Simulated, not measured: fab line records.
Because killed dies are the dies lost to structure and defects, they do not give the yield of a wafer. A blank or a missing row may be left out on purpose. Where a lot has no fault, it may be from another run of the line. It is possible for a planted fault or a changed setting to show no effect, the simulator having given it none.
Which tool is to blame?    flow berkeley cmos170    14 lots, 42 wafers sampled, at 3 steps of a route of 331

## WHAT EACH GAUGE READ, for each wafer
UCB170_FIELD_THK_MEAS_02.
lot   measured     on             FIELD_OXIDE_THK (nm)
L964  day 5 00:22  film metro-01  560 569 549
L965  day 5 00:25  film metro-01  552 557 559
L966  day 5 00:21  film metro-04  566 559 565
L967  day 5 12:52  film metro-01  567 568 572
L968  day 5 12:52  film metro-03  554 559 562
L970  day 6 03:38  film metro-03  573 562 578
L972  day 6 12:18  film metro-04  554 551 571
L973  day 6 20:24  film metro-04  553 545 559
L974  day 7 06:00  film metro-03  561 561 565
L977  day 7 17:08  film metro-01  589 593 583
L978  day 7 17:07  film metro-03  595 598 588
L982  day 9 00:43  film metro-03  536 548 548
L985  day 9 14:29  film metro-01  546 561 560
L986  day 9 14:29  film metro-04  565 561 568

UCB170_FIELD_THK_MEAS_91.
lot   measured      on             FIELD_OXIDE_LEFT_2_THK (nm)
L964  day 6 00:15   film metro-04  355 364 344
L965  day 6 00:07   film metro-01  347 353 355
L966  day 6 00:07   film metro-04  359 352 359
L967  day 6 11:57   film metro-01  363 364 368
L968  day 6 11:52   film metro-03  349 354 357
L970  day 7 08:11   film metro-03  367 356 373
L972  day 7 12:16   film metro-03  346 344 364
L973  day 7 23:08   film metro-03  346 338 353
L974  day 8 07:09   film metro-03  355 355 360
L977  day 8 20:30   film metro-03  383 387 377
L978  day 8 21:08   film metro-01  390 393 384
L982  day 10 09:38  film metro-04  329 343 342
L985  day 10 14:26  film metro-01  341 357 356
L986  day 10 14:22  film metro-04  359 354 362

## EACH LOT AND THE TOOL THAT RAN IT (in order: tool; ch and the chambers of the sampled wafers; start)
lot   UCB170_FIELD_OXIDATION_01
L964  furnace-04 ch 0, day 4 21:20
L965  furnace-04 ch 0, day 4 21:20
L966  furnace-04 ch 0, day 4 21:20
L967  furnace-02 ch 0, day 5 09:50
L968  furnace-02 ch 0, day 5 09:50
L970  furnace-04 ch 0, day 6 00:38
L972  furnace-02 ch 0, day 6 09:17
L973  furnace-03 ch 0, day 6 17:24
L974  furnace-03 ch 0, day 7 03:00
L977  furnace-03 ch 0, day 7 14:07
L978  furnace-03 ch 0, day 7 14:07
L982  furnace-04 ch 0, day 8 21:41
L985  furnace-04 ch 0, day 9 11:29
L986  furnace-04 ch 0, day 9 11:29
- UCB170_FIELD_OXIDATION_01: target thk 558.3 nm, ox time 7200 s.

## WHAT THE TOOLS THEMSELVES READ (means of the sampled wafers that have a number; where no wafer has one, the mark that the record gives instead)
UCB170_FIELD_OXIDATION_01.
lot   tool        spike tc centre C (C)  spike tc load C (C)  spike tc source C (C)  tube center temp C (C)  tube_center_temp_C_max
L964  furnace-04  1003.6                 1023.8               1021.2                 999.97                  1002.6
L965  furnace-04  1002.4                 1024.2               1021.9                 1000.01                 1002.5
L966  furnace-04  1002.5                 1023.9               1022.1                 1000.01                 1002.6
L967  furnace-02  1002.9                 1024.8               1025.4                 999.97                  1002.8
L968  furnace-02  1002.1                 1025.8               1024.9                 1000.01                 1002.3
L970  furnace-04  1002.8                 1025.2               1020.5                 1000.07                 1003.0
L972  furnace-02  1001.4                 1024.4               1026.0                 1000.04                 1002.4
L973  furnace-03  1002.3                 1026.7               1025.1                 999.96                  1001.9
L974  furnace-03  1001.5                 1027.6               1024.8                 999.99                  1002.6
L977  furnace-03  1010.5                 1035.1               1032.4                 1008.00                 1010.3
L978  furnace-03  1010.9                 1035.2               1033.0                 1007.90                 1010.1
L982  furnace-04  1002.0                 1024.8               1021.1                 1000.02                 1003.2
L985  furnace-04  1002.8                 1024.7               1021.0                 999.99                  1002.7
L986  furnace-04  1003.2                 1023.7               1021.5                 999.90                  1002.3

## THE ANSWER, worked out from the rows above alone
Rule: usual is defined by the lots themselves. Put in order of their means at a reading, lots are off if they are a third of the lots or fewer, leave a main group of 4 or more, and stand apart from it by a gap of 3 or more times the standard deviation of the main group's means; of several such gaps the widest counts. If all means in a main group match to the digits the tables above print for the reading, that group is not used. Also off: a lot with no number at a reading for which 4 or more lots have one. Where the step has rows for the other lots, those lots are counted as sound. First the gauges in route order, then the tools' own readings, where a lot's mean is used as printed above. The first step at which some lot is off is used, and at that step the reading that is off furthest; a lot without a number counts as furthest.
Off at UCB170_FIELD_OXIDATION_01 (tube center temp C): L977, L978. Main group: mean 1000.00 C, sd 0.041.
If a tool, at that step or one of the process steps before it, ran each lot that is off and ran no sound lot following the first of them, it fits. One fits: furnace-03 at UCB170_FIELD_OXIDATION_01. Its last sound lot is L974 (day 7 03:00), its first lot that is off L977 (day 7 14:07): a fault that began between those two fits.
The tool's own readings at UCB170_FIELD_OXIDATION_01 bear it out: on the lots that are off they differ by more than 5 times the standard deviation of the sound lots' means. spike tc centre C reads 1010.7 C there against 1002.5 C on the sound lots; spike tc load C reads 1035.2 C there against 1025.0 C on the sound lots; tube center temp C reads 1007.95 C there against 1000.00 C on the sound lots; tube_center_temp_C_max reads 1010.2 there against 1002.6 on the sound lots.

## WHAT THE SIMULATOR PUT IN
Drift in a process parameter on furnace-03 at UCB170_FIELD_OXIDATION_01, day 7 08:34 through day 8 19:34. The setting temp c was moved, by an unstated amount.
Shown lots that were struck: L978, L977. The rule above found the same.
